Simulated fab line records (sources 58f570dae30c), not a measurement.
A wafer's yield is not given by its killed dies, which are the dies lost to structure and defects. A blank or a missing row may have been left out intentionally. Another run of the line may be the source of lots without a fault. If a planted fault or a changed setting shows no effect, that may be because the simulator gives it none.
A single fault, viewed from 2 desks    flow berkeley-cmos170    what lay behind the numbers comes last; until then each desk has only its own

## THE TOOL OWNER'S DESK: litho-track-01
The tool's own readings at UCB170_M2_COAT_10 (resist thk 900 nm): means of the sampled wafers that have a number, for each lot that ran on this tool. If a lot's mean is further than 4 standard deviations from the usual mean, the lot is out of limits and carries the mark OUT (the distance appears in the brackets).
Columns: A = dispense-pressure-kPa at UCB170_M2_COAT_10, usual 50 kPa; B = spin-speed-rpm at UCB170_M2_COAT_10, usual 1499.9 rpm
lot   first seen here  A   B
L339  day 9 13:00      45  1499.4
L347  day 11 11:00     45  1541.0 (+42) OUT
L346  day 11 14:00     45  1539.9 (+41) OUT
This desk's finding: out of limits on L346, L347; first on L347, day 11 11:00 (spin-speed-rpm at UCB170_M2_COAT_10). L339 stayed within limits.

## THE METROLOGY DESK
Means of the sampled wafers that have a number, per lot and without regard to the tool the lot ran on: this is what the gauges read. If a lot's mean is further than 4 standard deviations from the usual mean, the lot is out of limits and carries the mark OUT (the distance appears in the brackets).
Columns: A = cd-nm at UCB170_V1_CD_MEAS_90, usual 699.4 nm; B = M2_AL_RS at UCB170_M2_RS_MEAS_02, usual 0.03187 ohm/sq; C = M2_AL_THK at UCB170_M2_THK_MEAS_03, usual 913 nm; D = cd-nm at UCB170_M2_CD_MEAS_15, usual 700.2 nm
lot   first seen here  A      B        C    D
L336  day 8 11:11      702.4  0.03191  907  698.7
L339  day 9 11:38      701.8  0.03141  929  700.6
L347  day 11 10:09     698.8  0.03195  913  700.1
L346  day 11 12:34     699.6  0.03197  910  700.1
L351  day 12 02:53     699.4  0.03184  907  701.6
L352  day 12 03:13     697.5  0.03225  898  700.0
This desk found nothing out of limits on any of the 6 lots.

## ALL TOGETHER
At day 11 11:00, on L346, L347, the tool owner's desk was in a position to raise an alarm.
Metrology desk: nothing out of limits seen.
The metrology desk has L346, L347 on record, within its limits.
On litho-track-01, each named lot ran UCB170_M2_COAT_10.

## WHAT THE SIMULATOR PUT IN
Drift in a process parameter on litho-track-01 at UCB170_M2_COAT_10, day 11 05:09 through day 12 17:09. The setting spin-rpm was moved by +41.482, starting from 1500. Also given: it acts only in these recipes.
Lots struck among those shown: L346, L347.
Delay in hours, fault start to first out-of-limits reading, by desk: the tool owner's desk at 6.
